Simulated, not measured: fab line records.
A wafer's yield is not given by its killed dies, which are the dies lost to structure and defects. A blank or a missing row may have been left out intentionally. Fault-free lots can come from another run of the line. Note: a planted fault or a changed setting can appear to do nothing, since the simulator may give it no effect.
Which tool is to blame? || flow berkeley_cmos170 || 39 wafers from 13 lots sampled at 3 of the route's 331 steps

== WHAT EACH GAUGE READ, for each wafer ==
UCB170_NWELL_OVL_MEAS_12.
{"lot": "L636", "measured": "day 2 13:09", "on": "overlay-01", "NWELL_OVL (nm)": "16 21 12"}
{"lot": "L638", "measured": "day 2 20:08", "on": "overlay-01", "NWELL_OVL (nm)": "2 17 17"}
{"lot": "L637", "measured": "day 2 20:08", "on": "overlay-02", "NWELL_OVL (nm)": "18 14 6"}
{"lot": "L639", "measured": "day 3 04:45", "on": "overlay-02", "NWELL_OVL (nm)": "10 -1 -5"}
{"lot": "L642", "measured": "day 3 12:04", "on": "overlay-01", "NWELL_OVL (nm)": "13 1 7"}
{"lot": "L645", "measured": "day 4 10:38", "on": "overlay-02", "NWELL_OVL (nm)": "19 16 1"}
{"lot": "L650", "measured": "day 5 08:14", "on": "overlay-02", "NWELL_OVL (nm)": "6 5 6"}
{"lot": "L651", "measured": "day 5 16:32", "on": "overlay-01", "NWELL_OVL (nm)": "13 6 6"}
{"lot": "L652", "measured": "day 5 17:16", "on": "overlay-02", "NWELL_OVL (nm)": "22 24 10"}
{"lot": "L654", "measured": "day 6 03:05", "on": "overlay-02", "NWELL_OVL (nm)": "14 7 9"}
{"lot": "L655", "measured": "day 6 10:36", "on": "overlay-02", "NWELL_OVL (nm)": "4 -5 0"}
{"lot": "L657", "measured": "day 6 23:37", "on": "overlay-01", "NWELL_OVL (nm)": "0 8 -1"}
{"lot": "L659", "measured": "day 7 11:34", "on": "overlay-01", "NWELL_OVL (nm)": "5 -4 9"}

UCB170_SDANNEAL_RS_MEAS_03: the measuring method here is four-point-probe.
{"lot": "L636", "measured": "day 7 17:05", "on": "film_metro-04", "NSD_RS (ohm/sq)": "37.14 37.11 37.17"}
{"lot": "L638", "measured": "day 8 08:49", "on": "film_metro-02", "NSD_RS (ohm/sq)": "37.50 37.50 37.49"}
{"lot": "L637", "measured": "day 8 08:50", "on": "film_metro-01", "NSD_RS (ohm/sq)": "37.42 37.36 37.43"}
{"lot": "L639", "measured": "day 8 22:02", "on": "film_metro-04", "NSD_RS (ohm/sq)": "37.21 37.20 37.14"}
{"lot": "L642", "measured": "day 9 03:02", "on": "film_metro-02", "NSD_RS (ohm/sq)": "37.39 37.26 37.30"}
{"lot": "L645", "measured": "day 10 03:42", "on": "film_metro-04", "NSD_RS (ohm/sq)": "37.05 37.04 37.05"}
{"lot": "L650", "measured": "day 11 01:33", "on": "film_metro-04", "NSD_RS (ohm/sq)": "37.26 37.29 37.37"}
{"lot": "L651", "measured": "day 11 23:38", "on": "film_metro-04", "NSD_RS (ohm/sq)": "37.46 37.42 37.32"}
{"lot": "L652", "measured": "day 11 23:07", "on": "film_metro-02", "NSD_RS (ohm/sq)": "37.47 37.26 37.37"}
{"lot": "L654", "measured": "day 12 06:48", "on": "film_metro-04", "NSD_RS (ohm/sq)": "37.26 37.30 37.18"}
{"lot": "L655", "measured": "day 12 16:13", "on": "film_metro-02", "NSD_RS (ohm/sq)": "37.28 37.30 37.24"}
{"lot": "L657", "measured": "day 12 16:41", "on": "film_metro-04", "NSD_RS (ohm/sq)": "37.37 37.24 37.40"}
{"lot": "L659", "measured": "day 13 15:47", "on": "film_metro-04", "NSD_RS (ohm/sq)": "37.36 37.30 37.34"}

== EACH LOT AND THE TOOL THAT RAN IT (in order: tool; ch and the chambers of the sampled wafers; start) ==
{"lot": "L636", "UCB170_SPACER_CVD_00": "pecvd-03 ch 0,1,2, day 7 05:05"}
{"lot": "L638", "UCB170_SPACER_CVD_00": "pecvd-03 ch 0,1,2, day 7 20:16"}
{"lot": "L637", "UCB170_SPACER_CVD_00": "pecvd-01 ch 0,1,2, day 7 19:47"}
{"lot": "L639", "UCB170_SPACER_CVD_00": "pecvd-01 ch 0,1, day 8 08:02"}
{"lot": "L642", "UCB170_SPACER_CVD_00": "pecvd-02 ch 0,1,2, day 8 16:44"}
{"lot": "L645", "UCB170_SPACER_CVD_00": "pecvd-02 ch 1,2, day 9 14:17"}
{"lot": "L650", "UCB170_SPACER_CVD_00": "pecvd-02 ch 0,1,2, day 10 16:44"}
{"lot": "L651", "UCB170_SPACER_CVD_00": "pecvd-01 ch 0,2, day 11 08:13"}
{"lot": "L652", "UCB170_SPACER_CVD_00": "pecvd-03 ch 0,1,2, day 11 08:46"}
{"lot": "L654", "UCB170_SPACER_CVD_00": "pecvd-01 ch 0,1, day 11 19:59"}
{"lot": "L655", "UCB170_SPACER_CVD_00": "pecvd-03 ch 0,1,2, day 12 04:30"}
{"lot": "L657", "UCB170_SPACER_CVD_00": "pecvd-03 ch 0,1, day 12 08:08"}
{"lot": "L659", "UCB170_SPACER_CVD_00": "pecvd-03 ch 0,2, day 13 05:44"}
- UCB170_SPACER_CVD_00: deposits SiO2 from TEOS/O2, target thk 376 nm, time 47 s.

== WHAT THE TOOLS THEMSELVES READ (means of the sampled wafers that have a number; where no wafer has one, the mark that the record gives instead) ==
UCB170_SPACER_CVD_00.
{"lot": "L636", "tool": "pecvd-03", "heater_power_w (W)": 239, "run_length_s (s)": 74.9}
{"lot": "L638", "tool": "pecvd-03", "heater_power_w (W)": 267, "run_length_s (s)": 75.2}
{"lot": "L637", "tool": "pecvd-01", "heater_power_w (W)": 275, "run_length_s (s)": 74.9}
{"lot": "L639", "tool": "pecvd-01", "heater_power_w (W)": 301, "run_length_s (s)": 75.0}
{"lot": "L642", "tool": "pecvd-02", "heater_power_w (W)": 237, "run_length_s (s)": 75.3}
{"lot": "L645", "tool": "pecvd-02", "heater_power_w (W)": 243, "run_length_s (s)": 75.5}
{"lot": "L650", "tool": "pecvd-02", "heater_power_w (W)": 246, "run_length_s (s)": 76.0}
{"lot": "L651", "tool": "pecvd-01", "heater_power_w (W)": 274, "run_length_s (s)": 74.6}
{"lot": "L652", "tool": "pecvd-03", "heater_power_w (W)": 246, "run_length_s (s)": 75.1}
{"lot": "L654", "tool": "pecvd-01", "heater_power_w (W)": 275, "run_length_s (s)": 74.4}
{"lot": "L655", "tool": "pecvd-03", "heater_power_w (W)": 261, "run_length_s (s)": 75.1}
{"lot": "L657", "tool": "pecvd-03", "heater_power_w (W)": 216, "run_length_s (s)": 75.5}
{"lot": "L659", "tool": "pecvd-03", "heater_power_w (W)": 275, "run_length_s (s)": 75.2}

== THE ANSWER, worked out from the rows above alone ==
Rule: the usual values come from the lots themselves. The widest of any qualifying gaps counts: lots, ordered by their means at a reading, are off when they make up no more than a third of the lots, leave a main group of 4 or more, and stand apart from it by 3 or more times the standard deviation of that group's means. A main group whose means are all the same, to the digits that the tables above print for the reading, isn't used. Also off: a lot with no number at a reading for which 4 or more lots have one. All remaining lots with rows at the step are treated as sound. First the gauges in route order, then the tools' own readings, where a lot's mean is used as printed above. The first step at which some lot is off is used, and at that step the reading that is off furthest; a lot without a number counts as furthest.
Nothing can be told from this: no lot is off at any reading shown.

== WHAT HAD BEEN PUT IN BY THE SIMULATOR ==
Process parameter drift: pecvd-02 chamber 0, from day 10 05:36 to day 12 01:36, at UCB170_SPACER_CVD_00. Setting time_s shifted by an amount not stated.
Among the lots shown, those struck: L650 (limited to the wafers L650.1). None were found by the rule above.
